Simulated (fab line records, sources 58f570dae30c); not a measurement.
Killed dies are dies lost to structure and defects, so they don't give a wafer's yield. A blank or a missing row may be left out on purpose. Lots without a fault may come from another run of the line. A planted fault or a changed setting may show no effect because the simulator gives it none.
One fault seen from 2 desks | flow berkeley_cmos170 | each desk has only its own numbers; what lay behind them comes last

THE METROLOGY DESK
What the gauges read, lot by lot, whatever tool the lot ran on: means of the sampled wafers that have a number. A lot is out of limits, marked OUT, if its mean lies more than 4 standard deviations from the usual mean; the brackets give that distance. Of its 10 readings 7 are shown: those that lie furthest out on some lot.
Columns: A = GATE_POLY_THK at UCB170_GATE_THK_MEAS_05, usual 213.9 nm; B = GATE_OVL at UCB170_GATE_OVL_MEAS_13, usual -2 nm; C = cd_nm at UCB170_GATE_CD_MEAS_90, usual 350.2 nm; D = cd_nm at UCB170_PLDD_CD_MEAS_06, usual 1199.6 nm; E = PLDD_OVL at UCB170_PLDD_OVL_MEAS_07, usual -2 nm; F = cd_nm at UCB170_NLDD_CD_MEAS_06, usual 1199.7 nm; G = NLDD_TW at UCB170_NLDD_TW_MEAS_11, usual 2232
lot  | first seen here | A     | B  | C     | D      | E  | F      | G
L682 | day 6 15:11     | 212.5 | -2 | 349.8 | 1198.1 | -2 | 1200.2 | 2233
L686 | day 7 11:23     | 215.1 | -0 | 350.2 | 1200.6 | -7 | 1200.6 | 2241
L695 | day 9 17:10     | 217.3 | -3 | 349.4 | 1200.6 | -2 | 1198.4 | 2228
L697 | day 10 07:07    | 212.4 | -9 | 351.2 | 1196.7 | 5  | 1199.4 | 2232
L699 | day 10 21:14    | 215.0 | -2 | 352.9 | 1200.6 | 0  | 1198.0 | 2216
This desk's finding: nothing out of limits on any of the 5 lots.

THE TOOL OWNER'S DESK: rie_si-02
The tool's own readings at UCB170_GATE_ETCH_15 (etches poly-Si in HBr/Cl2, stops on SiO2, time 56.3 s, target depth 278.2 nm): means of the sampled wafers that have a number, for each lot that ran on this tool. A lot is out of limits, marked OUT, if its mean lies more than 4 standard deviations from the usual mean; the brackets give that distance.
Columns: A = bias_w at UCB170_GATE_ETCH_15, usual 150.0 W; B = drypump_motor_current_A at UCB170_GATE_ETCH_15, usual 5.7 A; C = he_backside_leak_sccm at UCB170_GATE_ETCH_15, usual 2.7 sccm; D = oes_product_au at UCB170_GATE_ETCH_15, usual 0.838 a.u.; E = throttle_valve_pct at UCB170_GATE_ETCH_15, usual 26.45 %
lot  | first seen here | A     | B   | C   | D     | E
L682 | day 6 16:40     | 150.2 | 6.0 | 2.7 | 0.825 | 26.29
L686 | day 7 12:54     | 149.6 | 5.7 | 2.9 | 0.875 | 26.47
This desk's finding: nothing out of limits on any of the 2 lots.

PUT TOGETHER
The metrology desk saw nothing out of limits.
The tool owner's desk saw nothing out of limits.

WHAT THE SIMULATOR HAD PUT IN
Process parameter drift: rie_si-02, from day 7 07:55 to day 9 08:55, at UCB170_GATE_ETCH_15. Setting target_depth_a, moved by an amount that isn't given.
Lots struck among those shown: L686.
